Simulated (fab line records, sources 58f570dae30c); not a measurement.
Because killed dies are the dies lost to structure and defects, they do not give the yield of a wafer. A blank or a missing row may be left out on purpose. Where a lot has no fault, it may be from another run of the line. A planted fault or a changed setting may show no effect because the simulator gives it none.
Lot-split experiment :: flow berkeley-cmos170 :: 23 wafers read from 5 lots, route of 331 steps

SPLIT DETAILS
At UCB170_ACTIVE_CVD_05 (deposits Si3N4 from SiH2Cl2/NH3, target thk 220 nm, time 3300 s), the setting temp-c was moved away from the recipe's 800 C on 20 of the 23 wafers read, by -2.9% to +1.4%. For the rest of the wafers, this setting stayed at what the recipe calls for.

FROM SPLIT TO READING: 1 step shown by the file between the two
- UCB170_ACTIVE_THK_MEAS_06

THE READING
oes-product-au, in a.u., at UCB170_ACTIVE_ETCH_15 (etches Si3N4 in CH3F/Ar/O2, stops on SiO2, target depth 242 nm, time 151 s). Typical for fault-free wafers on this fab line: 0.938 a.u., with standard deviation 0.014 a.u.

wafer: L076.1
tool, chamber at the split: -, -
temp-c as run, C: 806.4
against the recipe: +0.8%
oes-product-au, a.u.: 1.001
against lot-mates on the recipe: no lot-mate on the recipe

wafer: L076.2
tool, chamber at the split: -, -
temp-c as run, C: 806.4
against the recipe: +0.8%
oes-product-au, a.u.: 0.985
against lot-mates on the recipe: no lot-mate on the recipe

wafer: L076.3
tool, chamber at the split: -, -
temp-c as run, C: 806.4
against the recipe: +0.8%
oes-product-au, a.u.: 0.970
against lot-mates on the recipe: no lot-mate on the recipe

wafer: L076.4
tool, chamber at the split: -, -
temp-c as run, C: 806.4
against the recipe: +0.8%
oes-product-au, a.u.: 1.017
against lot-mates on the recipe: no lot-mate on the recipe

wafer: L076.5
tool, chamber at the split: -, -
temp-c as run, C: 806.4
against the recipe: +0.8%
oes-product-au, a.u.: 0.999
against lot-mates on the recipe: no lot-mate on the recipe

wafer: L075.2
tool, chamber at the split: -, -
temp-c as run, C: 811.4
against the recipe: +1.4%
oes-product-au, a.u.: 1.006
against lot-mates on the recipe: no lot-mate on the recipe

wafer: L075.3
tool, chamber at the split: -, -
temp-c as run, C: 811.4
against the recipe: +1.4%
oes-product-au, a.u.: 0.968
against lot-mates on the recipe: no lot-mate on the recipe

wafer: L075.4
tool, chamber at the split: -, -
temp-c as run, C: 811.4
against the recipe: +1.4%
oes-product-au, a.u.: 0.999
against lot-mates on the recipe: no lot-mate on the recipe

wafer: L075.5
tool, chamber at the split: -, -
temp-c as run, C: 811.4
against the recipe: +1.4%
oes-product-au, a.u.: 1.001
against lot-mates on the recipe: no lot-mate on the recipe

wafer: L075.6
tool, chamber at the split: -, -
temp-c as run, C: 811.4
against the recipe: +1.4%
oes-product-au, a.u.: 1.009
against lot-mates on the recipe: no lot-mate on the recipe

wafer: L079.1
tool, chamber at the split: -, -
temp-c as run, C: 777.1
against the recipe: -2.9%
oes-product-au, a.u.: 0.751
against lot-mates on the recipe: no lot-mate on the recipe

wafer: L079.3
tool, chamber at the split: -, -
temp-c as run, C: 777.1
against the recipe: -2.9%
oes-product-au, a.u.: 0.735
against lot-mates on the recipe: no lot-mate on the recipe

wafer: L079.4
tool, chamber at the split: -, -
temp-c as run, C: 777.1
against the recipe: -2.9%
oes-product-au, a.u.: 0.721
against lot-mates on the recipe: no lot-mate on the recipe

wafer: L079.5
tool, chamber at the split: -, -
temp-c as run, C: 777.1
against the recipe: -2.9%
oes-product-au, a.u.: 0.750
against lot-mates on the recipe: no lot-mate on the recipe

wafer: L079.6
tool, chamber at the split: -, -
temp-c as run, C: 777.1
against the recipe: -2.9%
oes-product-au, a.u.: 0.747
against lot-mates on the recipe: no lot-mate on the recipe

wafer: L082.1
tool, chamber at the split: -, -
temp-c as run, C: 780.8
against the recipe: -2.4%
oes-product-au, a.u.: 0.765
against lot-mates on the recipe: no lot-mate on the recipe

wafer: L082.3
tool, chamber at the split: -, -
temp-c as run, C: 780.8
against the recipe: -2.4%
oes-product-au, a.u.: 0.793
against lot-mates on the recipe: no lot-mate on the recipe

wafer: L082.4
tool, chamber at the split: -, -
temp-c as run, C: 780.8
against the recipe: -2.4%
oes-product-au, a.u.: 0.777
against lot-mates on the recipe: no lot-mate on the recipe

wafer: L082.5
tool, chamber at the split: -, -
temp-c as run, C: 780.8
against the recipe: -2.4%
oes-product-au, a.u.: 0.777
against lot-mates on the recipe: no lot-mate on the recipe

wafer: L082.6
tool, chamber at the split: -, -
temp-c as run, C: 780.8
against the recipe: -2.4%
oes-product-au, a.u.: 0.768
against lot-mates on the recipe: no lot-mate on the recipe

wafer: L084.2
tool, chamber at the split: lpcvd-01, 1
temp-c as run, C: 800
against the recipe: recipe
oes-product-au, a.u.: 0.924
against lot-mates on the recipe: -

wafer: L084.5
tool, chamber at the split: lpcvd-01, 1
temp-c as run, C: 800
against the recipe: recipe
oes-product-au, a.u.: 0.939
against lot-mates on the recipe: -

wafer: L084.6
tool, chamber at the split: lpcvd-01, 1
temp-c as run, C: 800
against the recipe: recipe
oes-product-au, a.u.: 0.948
against lot-mates on the recipe: -

THE FIT
A straight line over all 23 wafers: oes-product-au changes by +0.063 a.u. for each +1% of temp-c; r = +0.99; the points scatter about the line by 0.019 a.u.
Too few moved wafers have a lot-mate on the recipe to fit a line with each lot's own level taken away.

THE WHOLE CHAIN: every reading that the file lists as answering this split, in the file's order
step: UCB170_ACTIVE_CVD_05
what it does: deposits Si3N4 from SiH2Cl2/NH3, target thk 220 nm, time 3300 s
reading: Si3N4_of_ACTIVE_CVD_05.thk-nm (the simulator's own value, which no gauge read)
change (the file's fit): +29.2 nm for each +1% of the setting
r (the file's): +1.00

step: UCB170_ACTIVE_THK_MEAS_06
what it does: 
reading: ACTIVE_NITRIDE_THK
change (the file's fit): +29.2 for each +1% of the setting
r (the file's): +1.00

step: UCB170_ACTIVE_ETCH_15
what it does: etches Si3N4 in CH3F/Ar/O2, stops on SiO2, target depth 242 nm, time 151 s
reading: oes-product-au
change (the file's fit): +0.0629 a.u. for each +1% of the setting
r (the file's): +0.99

step: UCB170_ACTIVE_ETCH_15
what it does: etches Si3N4 in CH3F/Ar/O2, stops on SiO2, target depth 242 nm, time 151 s
reading: etch.depth-nm (the simulator's own value, which no gauge read)
change (the file's fit): +24.8 nm for each +1% of the setting
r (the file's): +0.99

FILE'S OWN FIT
oes-product-au changes by +0.0629 a.u. for each +1% of temp-c, r = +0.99.
